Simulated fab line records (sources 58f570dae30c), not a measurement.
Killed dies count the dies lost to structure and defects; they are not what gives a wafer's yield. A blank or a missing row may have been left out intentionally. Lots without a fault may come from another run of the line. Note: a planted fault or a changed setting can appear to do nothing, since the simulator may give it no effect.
fab line records	flow berkeleyCmos170
[record] lots = 5	wafers = 23
route steps=331 shown FIELD@93 PVT@116 GATE@125 NLDD@162 SILICIDE@211 CONTACT@220
startH: start of the lot's first displayed wafer, in hours after the record's first day	waitH: how many hours have passed since the lot's step before this one	" same as the row above	L1.1+2: a row that stands for several wafers	- no value, or no start was given	* or withheld: withheld	< > ~ a bound
route shown NAME@n: a module of which the file shows steps, and the number in the route of the first	usual: average and standard deviation across the fault-free wafers	same: alike in all rows	chamber/n: place in a boat	sites: each site's reading	_std_site: their standard deviation	_edge_site: mean of outer sites minus mean of inner sites	radiusMm: for every site, how far away it sits from the centre of the wafer	mask NAME#n: copy n	behind: the last tool/chamber to shape the wafer	hold: why the lot went on hold/how many hours it stayed there/how the hold came to an end	device: the n, p or np transistor that did not switch	end of line: the tests these same wafers got at the end of their route	where a step has no rows: the recipe by itself	killed: the dies lost at the first sort to structure and to defects; this is not the yield of the wafer	map: per-die view of a wafer (x killed, . not killed, _ where there is no die)
set.NAME: setting as actually run; set.NAME@STEP: the setting as run at that earlier step	model.NAME: the simulator's own value behind a step, which no gauge read
lots run with intentionally changed settings; tables by step, rows by wafer
[[steps]]
[step UCB170_FIELD_WET_ETCH_04]
[recipe] chemistry = dHF	dilution = 10:1	target = SiO2	tempC = 25	timeS = 60
lot.wafer	tool	chamber	startH	waitH	set.timeS	set.tempC@FIELD_OXIDATION_01	model.SiO2_of_FIELD_OXIDATION_01.thkNm
L076.1	-	-	-	0.0	60	978.2	461.6
L076.2	"	-	"	"	60	978.2	452.8
L076.3	"	-	"	"	60	978.2	460.2
L076.4	"	-	"	"	60	978.2	449.1
L076.5	"	-	"	"	60	978.2	455.6
L078.1	wetBench-02	0	132.14	0.0	60	1000	514.4
L078.3	"	0	"	"	60	1000	523.2
L078.6	"	0	"	"	60	1000	512.3
L079.1	-	-	-	0.0	54.27	984.2	484.9
L079.3	"	-	"	"	54.27	984.2	486.4
L079.4	"	-	"	"	54.27	984.2	473.2
L079.5	"	-	"	"	54.27	984.2	478.4
L079.6	"	-	"	"	54.27	984.2	482.4
L082.1	-	-	-	0.1	67.35	1016	585
L082.2	"	-	"	"	67.35	1016	601
L082.3	"	-	"	"	67.35	1016	592.5
L082.4	"	-	"	"	67.35	1016	588.7
L082.5	"	-	"	"	67.35	1016	590.5
L085.1	-	-	-	0.0	54.57	975.7	464.3
L085.2	"	-	"	"	54.57	975.7	465.7
L085.3	"	-	"	"	54.57	975.7	459.4
L085.4	"	-	"	"	54.57	975.7	455.6
L085.5	"	-	"	"	54.57	975.7	471.2
[step UCB170_FIELD_WET_ETCH_05]
[recipe] chemistry = H3PO4	target = Si3N4	tempC = 160	timeS = 12600
[step UCB170_FIELD_WET_ETCH_06]
[recipe] chemistry = BOE	dilution = 5:1	target = SiO2	tempC = 25	timeS = 22
[step UCB170_FIELD_THK_MEAS_90]
[recipe] reads = SiO2_of_FIELD_OXIDATION_01
[usual] FIELD_OXIDE_LEFT_1_THK = 451/11
lot.wafer	tool	chamber	startH	waitH	set.tempC@FIELD_OXIDATION_01	FIELD_OXIDE_LEFT_1_THK[nm]
L076.1	filmMetro-04	-	122.23	0.0	978.2	377
L076.2	"	-	"	"	978.2	368
L076.3	"	-	"	"	978.2	375
L076.4	"	-	"	"	978.2	364
L076.5	"	-	"	"	978.2	371
L078.1	filmMetro-01	-	135.69	0.0	1000	429
L078.3	"	-	"	"	1000	439
L078.6	"	-	"	"	1000	428
L079.1	filmMetro-04	-	135.69	0.0	984.2	401
L079.3	"	-	"	"	984.2	402
L079.4	"	-	"	"	984.2	390
L079.5	"	-	"	"	984.2	395
L079.6	"	-	"	"	984.2	399
L082.1	filmMetro-01	-	160.42	0.0	1016	502
L082.2	"	-	"	"	1016	518
L082.3	"	-	"	"	1016	509
L082.4	"	-	"	"	1016	505
L082.5	"	-	"	"	1016	507
L085.1	filmMetro-02	-	170.69	0.0	975.7	381
L085.2	"	-	"	"	975.7	383
L085.3	"	-	"	"	975.7	377
L085.4	"	-	"	"	975.7	372
L085.5	"	-	"	"	975.7	388
[step UCB170_PVT_COAT_01]
[recipe] resist = KrF	spinRpm = 1500	resistThkNm = 900
lot.wafer	tool	chamber	startH	waitH	set.resistThkNm	model.KrF_of_PVT_COAT_01.thkNm
L076.1	lithoTrack-04	0	140.35	0.1	900	899.9
L076.2	"	0	"	"	883.2	882.9
L076.3	"	0	"	"	900	901.6
L076.4	"	0	"	"	883.2	886
L076.5	"	0	"	"	883.2	887.4
L078.1	lithoTrack-04	0	156.52	0.1	900	902.2
L078.3	"	0	"	"	900	898.4
L078.6	"	0	"	"	900	898.7
L079.1	lithoTrack-01	0	156.69	0.1	938.3	938.3
L079.3	"	0	"	"	900	901.8
L079.4	"	0	"	"	938.3	939
L079.5	"	0	"	"	900	902
L079.6	"	0	"	"	900	901.6
L082.1	lithoTrack-04	0	182.74	0.1	849.3	844.5
L082.2	"	0	"	"	900	893.6
L082.3	"	0	"	"	900	897.5
L082.4	"	0	"	"	900	894.9
L082.5	"	0	"	"	849.3	843.8
L085.1+2	lithoTrack-04	0	193.48	0.1	900	899.9
L085.3	"	0	"	"	900	897.8
L085.4	"	0	"	"	900	900.4
L085.5	"	0	"	"	900	898.8
[step UCB170_PVT_SOFTBAKE_02]
[recipe] resist = KrF	tempC = 130	timeS = 60
[step UCB170_PVT_EXPOSE_03]
[recipe] maskId = NWELL	targetCdNm = 3000	na = 0.5	sigmaOuter = 0.6	sourceShape = conventional	doseMj = 30
[step UCB170_PVT_IMPLANT_07]
[recipe] species = P	doseCm2 = 2e+12	energyKev = 30	tiltDeg = 7
[step UCB170_PVT_STRIP_08]
[recipe] chemistry = O2	powerW = 400	pressureMtorr = 3500	platenTempC = withheld	o2FlowSccm = 400	overashFraction = 0.5
[usual] stripTimeToEndpointS = 21.60/0.078
lot.wafer	tool	chamber	startH	waitH	set.resistThkNm@PVT_COAT_01	stripTimeToEndpointS
L076.1	plasmaAsher-04	1	141.94	0.1	900	21.62
L076.2	"	0	"	"	883.2	21.22
L076.3	"	1	"	"	900	21.67
L076.4	"	0	"	"	883.2	21.30
L076.5	"	0	"	"	883.2	21.31
L078.1	plasmaAsher-03	0	157.73	0.1	900	21.69
L078.3	"	0	"	"	900	21.59
L078.6	"	1	"	"	900	21.60
L079.1	plasmaAsher-02	0	158.00	0.1	938.3	22.56
L079.3	"	0	"	"	900	21.68
L079.4	"	1	"	"	938.3	22.56
L079.5	"	0	"	"	900	21.67
L079.6	"	1	"	"	900	21.66
L082.1	plasmaAsher-03	0	183.98	0.1	849.3	20.29
L082.2	"	1	"	"	900	21.47
L082.3	"	1	"	"	900	21.56
L082.4	"	0	"	"	900	21.51
L082.5	"	0	"	"	849.3	20.30
L085.1	plasmaAsher-04	0	194.36	0.1	900	21.64
L085.2	"	1	"	"	900	21.62
L085.3	"	0	"	"	900	21.56
L085.4	"	1	"	"	900	21.61
L085.5	"	0	"	"	900	21.60
[step UCB170_GATE_WET_ETCH_00]
[recipe] chemistry = dHF	dilution = 25:1	target = SiO2	tempC = 25	timeS = 200
[step UCB170_FIELD_THK_MEAS_91]
[recipe] reads = SiO2_of_FIELD_OXIDATION_01
[usual] FIELD_OXIDE_LEFT_2_THK = 362/11
lot.wafer	tool	chamber	startH	waitH	set.tempC@FIELD_OXIDATION_01	FIELD_OXIDE_LEFT_2_THK[nm]
L076.1	filmMetro-01	-	142.17	0.0	978.2	289
L076.2	"	-	"	"	978.2	280
L076.3	"	-	"	"	978.2	287
L076.4	"	-	"	"	978.2	276
L076.5	"	-	"	"	978.2	283
L078.1	filmMetro-01	-	158.00	0.0	1000	342
L078.3	"	-	"	"	1000	350
L078.6	"	-	"	"	1000	340
L079.1	filmMetro-02	-	158.23	0.0	984.2	312
L079.3	"	-	"	"	984.2	314
L079.4	"	-	"	"	984.2	301
L079.5	"	-	"	"	984.2	306
L079.6	"	-	"	"	984.2	310
L082.1	filmMetro-01	-	184.21	0.0	1016	414
L082.2	"	-	"	"	1016	430
L082.3	"	-	"	"	1016	422
L082.4	"	-	"	"	1016	418
L082.5	"	-	"	"	1016	420
L085.1	filmMetro-04	-	195.14	0.0	975.7	292
L085.2	"	-	"	"	975.7	294
L085.3	"	-	"	"	975.7	288
L085.4	"	-	"	"	975.7	283
L085.5	"	-	"	"	975.7	299
[step UCB170_NLDD_PEB_04]
[recipe] pebTempC = 130	pebTimeS = withheld	resist = KrF
lot.wafer	tool	chamber	startH	waitH	set.pebTempC
L076.1+4+5	lithoTrack-02	0	157.59	0.1	130
L076.2+3	"	0	"	"	131.7
L079.1+3	lithoTrack-04	0	176.46	0.4	130
L079.4+5+6	"	0	"	"	127.5
L078.1+3+6	lithoTrack-02	0	176.86	0.2	130
L082.1+2	lithoTrack-04	0	205.79	0.3	133.6
L082.3+4+5	"	0	"	"	130
L085.1+2+3	lithoTrack-03	0	214.54	0.2	126.9
L085.4+5	"	0	"	"	130
[step UCB170_NLDD_DEVELOP_05]
[recipe] developer = TMAH	developTimeS = 45	resist = KrF	devTempC = 21
[step UCB170_NLDD_CD_MEAS_06]
[recipe] targetCdNm = 1200
[usual] cdNm = 1199.6/1.5
lot.wafer	tool	chamber	startH	waitH	set.pebTempC@NLDD_PEB_04	cdNm
L076.1	cdSem-02	-	157.87	-	130	1201.9
L076.2	"	-	"	"	131.7	1210.6
L076.3	"	-	"	"	131.7	1209.7
L076.4	"	-	"	"	130	1199.9
L076.5	"	-	"	"	130	1201.5
L079.1	cdSem-02	-	176.74	-	130	1199.3
L079.3	"	-	"	"	130	1199.3
L079.4	"	-	"	"	127.5	1180.1
L079.5	"	-	"	"	127.5	1179.7
L079.6	"	-	"	"	127.5	1180.2
L078.1	cdSem-01	-	177.13	-	130	1201.7
L078.3	"	-	"	"	130	1200.5
L078.6	"	-	"	"	130	1200.9
L082.1	cdSem-01	-	206.07	-	133.6	1222.1
L082.2	"	-	"	"	133.6	1223.3
L082.3	"	-	"	"	130	1201.1
L082.4	"	-	"	"	130	1201.5
L082.5	"	-	"	"	130	1200.4
L085.1	cdSem-01	-	214.85	-	126.9	1174.9
L085.2	"	-	"	"	126.9	1175.2
L085.3	"	-	"	"	126.9	1175.9
L085.4	"	-	"	"	130	1198.4
L085.5	"	-	"	"	130	1198.0
[step UCB170_SILICIDE_SPUTTER_01]
[recipe] material = Ti	targetThkNm = 30	timeS = 25	powerW = 1500	chamberPressurePa = 0.5
lot.wafer	tool	chamber	startH	waitH	set.powerW	model.Ti_of_SILICIDE_SPUTTER_01.thkNm
L076.1	pvdSputter-02	-	170.18	0.0	1500	29.95
L076.2	"	-	"	"	1500	30.04
L076.3	"	-	"	"	1500	29.91
L076.4	"	-	"	"	1500	29.77
L076.5	"	-	"	"	1500	29.71
L079.1	pvdSputter-02	-	190.30	0.0	1500	30.03
L079.3	"	-	"	"	1323	26.21
L079.4	"	-	"	"	1500	30.02
L079.5	"	-	"	"	1500	30.14
L079.6	"	-	"	"	1323	26.67
L078.1	pvdSputter-03	-	190.83	0.0	1500	29.81
L078.3	"	-	"	"	1500	29.72
L078.6	"	-	"	"	1500	29.93
L082.1	pvdSputter-04	-	223.49	0.0	1500	30.66
L082.2+4	"	-	"	"	1500	30.5
L082.3	"	-	"	"	1500	30.29
L082.5	"	-	"	"	1500	30.54
L085.1	pvdSputter-02	-	228.48	0.0	1650	32.68
L085.2	"	-	"	"	1500	29.86
L085.3	"	-	"	"	1650	32.65
L085.4	"	-	"	"	1650	32.79
L085.5	"	-	"	"	1500	29.78
[step UCB170_SILICIDE_RS_MEAS_02]
[recipe] thkMeasGauge = four-point-probe	reads = Ti_of_SILICIDE_SPUTTER_01
[usual] SILICIDE_TI_RS = 26.2/0.37
lot.wafer	tool	chamber	startH	waitH	set.powerW@SILICIDE_SPUTTER_01	SILICIDE_TI_RS[ohm/sq]
L076.1	filmMetro-01	-	170.21	0.0	1500	26.2
L076.2	"	-	"	"	1500	26.1
L076.3	"	-	"	"	1500	26.2
L076.4	"	-	"	"	1500	26.4
L076.5	"	-	"	"	1500	26.4
L079.1	filmMetro-01	-	190.33	0.0	1500	26.1
L079.3	"	-	"	"	1323	30.6
L079.4	"	-	"	"	1500	26.0
L079.5	"	-	"	"	1500	25.9
L079.6	"	-	"	"	1323	30.0
L078.1	filmMetro-01	-	190.86	0.0	1500	26.3
L078.3	"	-	"	"	1500	26.5
L078.6	"	-	"	"	1500	26.2
L082.1	filmMetro-02	-	223.52	0.0	1500	25.4
L082.2	"	-	"	"	1500	25.5
L082.3	"	-	"	"	1500	25.8
L082.4	"	-	"	"	1500	25.6
L082.5	"	-	"	"	1500	25.6
L085.1	filmMetro-04	-	228.51	0.0	1650	23.6
L085.2	"	-	"	"	1500	26.3
L085.3	"	-	"	"	1650	23.6
L085.4	"	-	"	"	1650	23.5
L085.5	"	-	"	"	1500	26.3
[step UCB170_SILICIDE_THK_MEAS_03]
[recipe] thkMeasGauge = xrf	reads = Ti_of_SILICIDE_SPUTTER_01
[usual] SILICIDE_TI_THK = 30.1/0.35
lot.wafer	tool	chamber	startH	waitH	set.powerW@SILICIDE_SPUTTER_01	SILICIDE_TI_THK[nm]
L076.1	filmMetro-01	-	170.33	0.1	1500	30.1
L076.2	"	-	"	"	1500	30.2
L076.3	"	-	"	"	1500	30.1
L076.4	"	-	"	"	1500	29.8
L076.5	"	-	"	"	1500	29.8
L079.1	filmMetro-01	-	190.45	0.1	1500	30.2
L079.3	"	-	"	"	1323	26.3
L079.4	"	-	"	"	1500	30.1
L079.5	"	-	"	"	1500	30.4
L079.6	"	-	"	"	1323	26.8
L078.1	filmMetro-01	-	190.98	0.1	1500	29.8
L078.3	"	-	"	"	1500	29.8
L078.6	"	-	"	"	1500	30.1
L082.1	filmMetro-02	-	223.64	0.1	1500	30.9
L082.2	"	-	"	"	1500	30.5
L082.3	"	-	"	"	1500	30.3
L082.4	"	-	"	"	1500	30.7
L082.5	"	-	"	"	1500	30.7
L085.1	filmMetro-04	-	228.63	0.1	1650	33.0
L085.2	"	-	"	"	1500	30.0
L085.3	"	-	"	"	1650	33.0
L085.4	"	-	"	"	1650	33.0
L085.5	"	-	"	"	1500	30.1
[step UCB170_CONTACT_COAT_04]
[recipe] resist = KrF	spinRpm = 1500	resistThkNm = 900
lot.wafer	tool	chamber	startH	waitH	set.spinRpm	model.KrF_of_CONTACT_COAT_04.thkNm
L076.1	lithoTrack-04	0	174.58	0.1	1406	926.9
L076.2	"	0	"	"	1406	930.5
L076.3	"	0	"	"	1500	895.3
L076.4	"	0	"	"	1500	897.6
L076.5	"	0	"	"	1500	900.2
L078.1	lithoTrack-03	0	194.33	0.1	1500	905.5
L078.3	"	0	"	"	1500	905.4
L078.6	"	0	"	"	1500	902.4
L079.1	lithoTrack-02	0	194.38	0.1	1580	873.5
L079.3	"	0	"	"	1500	896.6
L079.4	"	0	"	"	1500	898.2
L079.5	"	0	"	"	1580	872.4
L079.6	"	0	"	"	1500	898.9
L082.1	lithoTrack-02	0	227.11	0.1	1500	898.6
L082.2	"	0	"	"	1569	877.9
L082.3+5	"	0	"	"	1500	901.2
L082.4	"	0	"	"	1569	880.3
L085.1	lithoTrack-04	0	231.17	0.1	1500	901.3
L085.2	"	0	"	"	1394	937.4
L085.3	"	0	"	"	1394	936.6
L085.4	"	0	"	"	1394	936.5
L085.5	"	0	"	"	1500	902.2
[step UCB170_CONTACT_SOFTBAKE_05]
[recipe] resist = KrF	tempC = 130	timeS = 60
[step UCB170_CONTACT_STRIP_06]
[recipe] chemistry = O2	powerW = 400	pressureMtorr = 3500	platenTempC = withheld	o2FlowSccm = 400	overashFraction = 0.5
[usual] stripTimeToEndpointS = 21.98/0.074
lot.wafer	tool	chamber	startH	waitH	set.spinRpm@CONTACT_COAT_04	stripTimeToEndpointS
L076.1	plasmaAsher-01	1	174.88	0.1	1406	22.60
L076.2	"	0	"	"	1406	22.70
L076.3	"	1	"	"	1500	21.87
L076.4	"	0	"	"	1500	21.90
L076.5	"	1	"	"	1500	21.97
L078.1	plasmaAsher-01	1	194.63	0.1	1500	22.11
L078.3	"	1	"	"	1500	22.11
L078.6	"	1	"	"	1500	22.03
L079.1	plasmaAsher-03	0	194.68	0.1	1580	21.32
L079.3	"	0	"	"	1500	21.87
L079.4	"	1	"	"	1500	21.93
L079.5	"	0	"	"	1580	21.30
L079.6	"	1	"	"	1500	21.95
L082.1	plasmaAsher-04	1	227.41	0.1	1500	21.92
L082.2	"	0	"	"	1569	21.45
L082.3	"	1	"	"	1500	22.00
L082.4	"	0	"	"	1569	21.48
L082.5	"	0	"	"	1500	21.99
L085.1	plasmaAsher-04	1	231.47	0.1	1500	21.98
L085.2	"	0	"	"	1394	22.85
L085.3	"	1	"	"	1394	22.83
L085.4	"	0	"	"	1394	22.84
L085.5	"	1	"	"	1500	22.02
[step UCB170_CONTACT_EXPOSE_12]
[recipe] maskId = CONT	targetCdNm = 700	na = 0.5	sigmaOuter = 0.6	sourceShape = conventional	doseMj = 35
lot.wafer	tool	chamber	startH	waitH	mask	set.doseMj
L076.1+2+3+4+5	krfScanner-01	0	175.98	-	CONT#0	35
L078.1+3+6	krfScanner-02	0	196.11	-	CONT#0	35
L079.1+3+4	krfScanner-01	0	196.35	-	CONT#0	33.66
L079.5+6	"	0	"	"	CONT#0	35
L082.1+4+5	krfScanner-02	0	228.77	-	CONT#0	33.55
L082.2+3	"	0	"	"	CONT#0	35
L085.1+4+5	krfScanner-01	0	232.37	-	CONT#0	35
L085.2+3	"	0	"	"	CONT#0	33.76
[step UCB170_CONTACT_PEB_13]
[recipe] pebTempC = 130	pebTimeS = withheld	resist = KrF
[step UCB170_CONTACT_DEVELOP_14]
[recipe] developer = TMAH	developTimeS = 45	resist = KrF	devTempC = 21
[step UCB170_CONTACT_CD_MEAS_15]
[recipe] targetCdNm = 700
[usual] cdNm = 700.3/0.97
lot.wafer	tool	chamber	startH	waitH	set.doseMj@CONTACT_EXPOSE_12	cdNm
L076.1	cdSem-02	-	176.58	-	35	700.3
L076.2	"	-	"	"	35	699.4
L076.3	"	-	"	"	35	700.8
L076.4	"	-	"	"	35	698.5
L076.5	"	-	"	"	35	701.4
L078.1	cdSem-01	-	196.51	-	35	700.1
L078.3	"	-	"	"	35	699.7
L078.6	"	-	"	"	35	699.1
L079.1	cdSem-02	-	196.79	-	33.66	694.4
L079.3	"	-	"	"	33.66	692.9
L079.4	"	-	"	"	33.66	693.1
L079.5	"	-	"	"	35	700.9
L079.6	"	-	"	"	35	699.7
L082.1	cdSem-02	-	229.82	-	33.55	692.9
L082.2	"	-	"	"	35	701.4
L082.3	"	-	"	"	35	701.7
L082.4	"	-	"	"	33.55	694.4
L082.5	"	-	"	"	33.55	693.0
L085.1	cdSem-02	-	232.92	-	35	699.8
L085.2	"	-	"	"	33.76	693.7
L085.3	"	-	"	"	33.76	696.2
L085.4	"	-	"	"	35	700.1
L085.5	"	-	"	"	35	700.2
[step UCB170_CONTACT_ETCH_17]
[recipe] chemistry = N2/H2	targetDepthA = withheld	overetchA = withheld	target = BARC	timeS = withheld	sourceW = 500	biasW = 100	pressureMtorr = 30	n2FlowSccm = 100	h2FlowSccm = 200
lot.wafer	tool	chamber	startH	waitH	set.doseMj@CONTACT_EXPOSE_12	model.CONTACT.cdNm
L076.1	rieDiel-02	2	176.74	0.0	35	700.6
L076.2	"	3	"	"	35	699.2
L076.3	"	0	"	"	35	701.1
L076.4	"	1	"	"	35	698
L076.5	"	2	"	"	35	701.4
L078.1	rieDiel-04	3	196.67	0.0	35	700.6
L078.3+6	"	2,3	"	"	35	699.5
L079.1	rieDiel-01	3	196.94	0.0	33.66	694.6
L079.3	"	2	"	"	33.66	692.9
L079.4	"	0	"	"	33.66	693.9
L079.5	"	2	"	"	35	701.1
L079.6	"	3	"	"	35	700.3
L082.1	rieDiel-02	1	229.98	0.0	33.55	693.5
L082.2+3	"	0,2	"	"	35	702.4
L082.4	"	3	"	"	33.55	694.6
L082.5	"	1	"	"	33.55	693.3
L085.1	rieDiel-01	3	233.07	0.0	35	699.8
L085.2	"	0	"	"	33.76	693.7
L085.3	"	1	"	"	33.76	696.8
L085.4	"	2	"	"	35	700.5
L085.5	"	1	"	"	35	700.3
[step UCB170_CONTACT_ETCH_18]
[recipe] chemistry = CHF3/CF4/Ar	target = PSG	stopOn = TiSi2	CHF3_flow_sccm = 45	cf4FlowSccm = 15	Ar_flow_sccm = 150	pressureMtorr = 200	rfW = 700	targetDepthA = 8400	overEtchFrac = 0.2	timeS = 195
lot.wafer	tool	chamber	startH	waitH	set.timeS	set.doseMj@CONTACT_EXPOSE_12	model.CONTACT.cdNm	model.KrF_of_CONTACT_COAT_10.thkNm
L076.1	rieDiel-02	2	-	-	168.6	35	699.5	718.9
L076.2	"	3	"	"	195	35	699.3	693.6
L076.3	"	0	"	"	195	35	700.9	694.7
L076.4	"	1	"	"	195	35	697.8	692.6
L076.5	"	2	"	"	168.6	35	700.3	719.5
L078.1	rieDiel-04	3	-	-	195	35	700.9	692.1
L078.3	"	2	"	"	195	35	699.4	693.5
L078.6	"	3	"	"	195	35	699.6	693.9
L079.1	rieDiel-01	3	-	-	195	33.66	694.2	692.4
L079.3	"	2	"	"	195	33.66	693	695.9
L079.4	"	0	"	"	195	33.66	693.6	688.6
L079.5	"	2	"	"	195	35	701.1	693.8
L079.6	"	3	"	"	195	35	700	693.8
L082.1	rieDiel-02	1	-	-	195	33.55	693.3	693.2
L082.2	"	0	"	"	195	35	702.2	689.7
L082.3	"	2	"	"	195	35	701.9	694.3
L082.4	"	3	"	"	208.3	33.55	695.1	679.6
L082.5	"	1	"	"	208.3	33.55	693.5	679.4
L085.1	rieDiel-01	3	-	-	195	35	700.3	696.5
L085.2	"	0	"	"	213.2	33.76	694.7	679.4
L085.3	"	1	"	"	213.2	33.76	698.2	675.3
L085.4	"	2	"	"	195	35	701.2	695.1
L085.5	"	1	"	"	213.2	35	701.6	673.9
[step UCB170_CONTACT_STRIP_19]
[recipe] chemistry = O2	powerW = 400	pressureMtorr = 3500	platenTempC = withheld	o2FlowSccm = 400	overashFraction = 0.5
[step UCB170_CONTACT_CD_MEAS_90]
[recipe] targetCdNm = 700
[usual] cdNm = 700.4/1.3
lot.wafer	tool	chamber	startH	waitH	set.doseMj@CONTACT_EXPOSE_12	cdNm
L076.1	cdSem-01	-	177.01	0.1	35	699.6
L076.2	"	-	"	"	35	699.2
L076.3	"	-	"	"	35	701.2
L076.4	"	-	"	"	35	697.9
L076.5	"	-	"	"	35	700.2
L078.1	cdSem-02	-	196.94	0.1	35	700.5
L078.3	"	-	"	"	35	699.6
L078.6	"	-	"	"	35	699.9
L079.1	cdSem-01	-	197.21	0.1	33.66	694.2
L079.3	"	-	"	"	33.66	693.1
L079.4	"	-	"	"	33.66	693.4
L079.5	"	-	"	"	35	701.3
L079.6	"	-	"	"	35	700.1
L082.1	cdSem-02	-	230.54	0.4	33.55	693.5
L082.2	"	-	"	"	35	702.1
L082.3	"	-	"	"	35	702.3
L082.4	"	-	"	"	33.55	695.0
L082.5	"	-	"	"	33.55	693.4
L085.1	cdSem-01	-	233.34	0.1	35	700.5
L085.2	"	-	"	"	33.76	694.8
L085.3	"	-	"	"	33.76	698.0
L085.4	"	-	"	"	35	701.3
L085.5	"	-	"	"	35	701.2
[[key]]
[split] step = UCB170_FIELD_WET_ETCH_04	setting = timeS	stated = 60	by = lot
response none clear
[split] step = UCB170_PVT_COAT_01	setting = resistThkNm	stated = 900	by = wafer
[response] step = UCB170_PVT_COAT_01	reading = model.KrF_of_PVT_COAT_01.thkNm	change = +8.89	per = 1%	r = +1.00
[response] step = UCB170_PVT_STRIP_08	reading = stripTimeToEndpointS	change = *	per = 1%	r = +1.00
[split] step = UCB170_NLDD_PEB_04	setting = pebTempC	stated = 130	by = wafer
[response] step = UCB170_NLDD_CD_MEAS_06	reading = cdNm	change = +8.72	per = 1%	r = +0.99
[split] step = UCB170_SILICIDE_SPUTTER_01	setting = powerW	stated = 1500	by = wafer
[response] step = UCB170_SILICIDE_SPUTTER_01	reading = model.Ti_of_SILICIDE_SPUTTER_01.thkNm	change = +0.3	per = 1%	r = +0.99
[response] step = UCB170_SILICIDE_RS_MEAS_02	reading = SILICIDE_TI_RS	change = -0.325	per = 1%	r = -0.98
[response] step = UCB170_SILICIDE_THK_MEAS_03	reading = SILICIDE_TI_THK	change = +0.304	per = 1%	r = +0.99
[split] step = UCB170_CONTACT_COAT_04	setting = spinRpm	stated = 1500	by = wafer
[response] step = UCB170_CONTACT_COAT_04	reading = model.KrF_of_CONTACT_COAT_04.thkNm	change = -4.85	per = 1%	r = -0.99
[response] step = UCB170_CONTACT_STRIP_06	reading = stripTimeToEndpointS	change = *	per = 1%	r = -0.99
[split] step = UCB170_CONTACT_EXPOSE_12	setting = doseMj	stated = 35	by = wafer
[response] step = UCB170_CONTACT_CD_MEAS_15	reading = cdNm	change = +1.74	per = 1%	r = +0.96
[response] step = UCB170_CONTACT_ETCH_17	reading = model.CONTACT.cdNm	change = +1.79	per = 1%	r = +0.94
[response] step = UCB170_CONTACT_ETCH_18	reading = model.CONTACT.cdNm	change = +1.73	per = 1%	r = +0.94
[response] step = UCB170_CONTACT_CD_MEAS_90	reading = cdNm	change = +1.75	per = 1%	r = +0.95
[split] step = UCB170_CONTACT_ETCH_18	setting = timeS	stated = 195	by = wafer
[response] step = UCB170_CONTACT_ETCH_18	reading = model.KrF_of_CONTACT_COAT_10.thkNm	change = -1.95	per = 1%	r = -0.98
split outsideThisFile step=UCB170_FIELD_OXIDATION_01 setting=tempC
// split outsideThisFile: this setting was split too, and the file shows its column; the key of that split is in another file
